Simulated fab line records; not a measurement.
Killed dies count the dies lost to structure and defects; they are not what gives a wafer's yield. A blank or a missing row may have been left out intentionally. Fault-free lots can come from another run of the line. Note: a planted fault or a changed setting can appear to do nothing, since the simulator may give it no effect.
Lot-split experiment    flow berkeley-cmos170    route with 331 steps; 5 lots, 23 wafers read

SPLIT DETAILS
At UCB170_NWELL_IMPLANT_14, the setting energy-kev was moved away from the recipe's 150 on 12 of the 23 wafers read, by -4.7% to +5.7%. All remaining wafers had this setting at the recipe value.

The reading comes from the split's own step.

THE READING
In nm, at UCB170_NWELL_IMPLANT_14: implant.drp-nm, which is the simulator's own figure and was read by no gauge. No usual value for it is given in the file.

wafer   tool, chamber at the split  energy-kev as run  against the recipe  implant.drp-nm, nm  against lot-mates on the recipe
L075.1  implanter-03, 0             157.7              +5.1%               65.12               +2.40
L075.3  implanter-03, 0             157.7              +5.1%               65.12               +2.40
L075.6  implanter-03, 0             157.7              +5.1%               65.12               +2.40
L075.2  implanter-03, 0             150                recipe              62.72               -
L075.5  implanter-03, 0             150                recipe              62.72               -
L079.1  implanter-03, 0             143                -4.7%               60.42               -2.30
L079.3  implanter-03, 0             143                -4.7%               60.42               -2.30
L079.6  implanter-03, 0             143                -4.7%               60.42               -2.30
L079.2  implanter-03, 0             150                recipe              62.72               -
L079.5  implanter-03, 0             150                recipe              62.72               -
L080.1  implanter-02, 0             158.6              +5.7%               65.39               +2.67
L080.3  implanter-02, 0             158.6              +5.7%               65.39               +2.67
L080.6  implanter-02, 0             158.6              +5.7%               65.39               +2.67
L080.4  implanter-02, 0             150                recipe              62.72               -
L080.5  implanter-02, 0             150                recipe              62.72               -
L082.2  implanter-02, 0             150                recipe              62.72               -
L082.3  implanter-02, 0             150                recipe              62.72               -
L082.6  implanter-02, 0             150                recipe              62.72               -
L085.1  implanter-02, 0             143.6              -4.3%               60.62               -2.10
L085.2  implanter-02, 0             143.6              -4.3%               60.62               -2.10
L085.4  implanter-02, 0             143.6              -4.3%               60.62               -2.10
L085.3  implanter-02, 0             150                recipe              62.72               -
L085.5  implanter-02, 0             150                recipe              62.72               -

THE FIT
A straight line over all 23 wafers: implant.drp-nm changes by +0.478 nm for each +1% of energy-kev; r = +1.00; the points scatter about the line by 0.034 nm.
The same after taking each lot's own level away (the mean of its wafers on the recipe; 23 wafers): +0.478 nm for each +1%; r = +1.00; scatter 0.034 nm.
Per that fit: largest energy-kev move, reading shift of 2.7 nm.
The lots' own levels span 62.720 to 62.720 nm.
The two slopes are in agreement: the lot-to-lot level therefore moves the slope only a little.
Check: +2.71 nm against its lot-mates is what the line predicts for one of the wafers moved furthest among these (+5.7%) when that wafer is left out of the fit. It came out at +2.67 nm against them.

OTHER SPLITS APPLIED TO THESE WAFERS
Before the reading, these wafers also passed through other splits. Each is held against what the fit with the lots' levels taken away leaves over:
other split on the same wafers      wafers away from the commonest value  r with implant.drp-nm (lot level and that fit taken away)
UCB170_START_OXIDATION_02 temp-c    15                                    -0.14
UCB170_ZERO_ETCH_06 over-etch-frac  5                                     +0.07

THE WHOLE CHAIN: every reading that the file lists as answering this split, in the file's order
step                     what it does  reading                                                          change (the file's fit)                r (the file's)
UCB170_NWELL_IMPLANT_14                implant.rp-nm (the simulator's own value, which no gauge read)   +1.96 nm for each +1% of the setting   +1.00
UCB170_NWELL_IMPLANT_14                implant.drp-nm (the simulator's own value, which no gauge read)  +0.477 nm for each +1% of the setting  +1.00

FILE'S OWN FIT
implant.drp-nm changes by +0.477 nm for each +1% of energy-kev, r = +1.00.
